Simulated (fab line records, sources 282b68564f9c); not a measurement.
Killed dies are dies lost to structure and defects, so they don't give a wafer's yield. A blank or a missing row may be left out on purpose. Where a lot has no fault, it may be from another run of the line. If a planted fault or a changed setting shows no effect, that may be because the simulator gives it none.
The same fault as seen by 2 desks | flow ritCmos | every desk sees just its own numbers, and what lay behind them comes last

## METROLOGY DESK
Lot by lot, what the gauges showed, no matter which tool ran the lot: averages of those sampled wafers that carry a number. The brackets show how far a lot's mean lies from the usual mean; more than 4 standard deviations puts the lot out of limits, marked OUT. It has 10 readings; the 7 that lie furthest out on some lot are the ones shown.
Columns: A = PLDD_OVL at RIT_PLDD_OVL_MEAS_06, usual 0.1 nm; B = PLDD_TW at RIT_PLDD_TW_MEAS_10, usual 2333; C = SPACER_NITRIDE_THK at RIT_SPACER_THK_MEAS_04, usual 254.1 nm; D = PSD_TW at RIT_PSD_TW_MEAS_10, usual 3403; E = PSD_RS at RIT_SDANNEAL_RS_MEAS_04, usual 116.4 ohm/sq; F = NSD_RS at RIT_SDANNEAL_RS_MEAS_05, usual 84.7 ohm/sq; G = PLDD_RS at RIT_SDANNEAL_RS_MEAS_06, usual 178.8 ohm/sq
lot  | first seen here | A    | B    | C     | D    | E     | F    | G
L615 | day 3 05:13     | -1.3 | 2351 | 253.4 | 3366 | 116.6 | 85.1 | 178.8
L622 | day 4 15:11     | 2.0  | 2330 | 254.5 | 3441 | 116.2 | 84.9 | 179.1
L629 | day 5 21:02     | 1.1  | 2343 | 255.4 | 3374 | 116.2 | 84.8 | 178.1
L632 | day 6 14:41     | 0.4  | 2350 | 251.0 | 3416 | 116.7 | 84.6 | 179.0
L636 | day 7 10:13     | -0.9 | 2316 | 257.0 | 3392 | 117.1 | 84.7 | 179.2
L637 | day 7 14:01     | 0.7  | 2313 | 253.4 | 3381 | 116.9 | 84.4 | 179.4
This desk found nothing out of limits on any of the 6 lots.

## TOOL OWNER'S DESK, rieDiel-02
The tool's own readings at RIT_SPACER_ETCHBACK_05 (etches Si3N4 in SF6/CHF3, stops on SiO2, target depth 250 nm, time 240 s): means of the sampled wafers that have a number, for each lot that ran on this tool. The brackets show how far a lot's mean lies from the usual mean; more than 4 standard deviations puts the lot out of limits, marked OUT.
Columns: A = drypumpMotorCurrentA at RIT_SPACER_ETCHBACK_05, usual 5.7 A; B = oesProductAu at RIT_SPACER_ETCHBACK_05, usual 0.851 a.u.; C = rfFwdPowerW at RIT_SPACER_ETCHBACK_05, usual 249.2 W; D = throttleValvePct at RIT_SPACER_ETCHBACK_05, usual 10.22 %
lot  | first seen here | A   | B     | C               | D
L622 | day 4 18:05     | 5.4 | 0.855 | 250.2           | 10.47
L629 | day 6 00:55     | 5.3 | 0.851 | 261.9 (+15) OUT | 10.34
L632 | day 6 17:36     | 5.2 | 0.852 | 275.7 (+30) OUT | 10.42
Finding of this desk: L629, L632 out of limits; the first was L629 at day 6 00:55, on rfFwdPowerW at RIT_SPACER_ETCHBACK_05. Within limits: L622.

## TAKEN TOGETHER
An alarm could have come from the tool owner's desk at day 6 00:55, on L629, L632.
Nothing out of limits was seen by the metrology desk.
The metrology desk holds a record of L629, L632, inside its limits.
All the named lots went through RIT_SPACER_ETCHBACK_05 on rieDiel-02.

## WHAT WAS PUT IN BY THE SIMULATOR
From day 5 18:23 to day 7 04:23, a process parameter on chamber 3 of rieDiel-02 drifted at RIT_SPACER_ETCHBACK_05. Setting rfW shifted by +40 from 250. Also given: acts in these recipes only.
Lots struck among those shown: L629, L632.
Delay in hours, fault start to first out-of-limits reading, by desk: the tool owner's desk at 7.
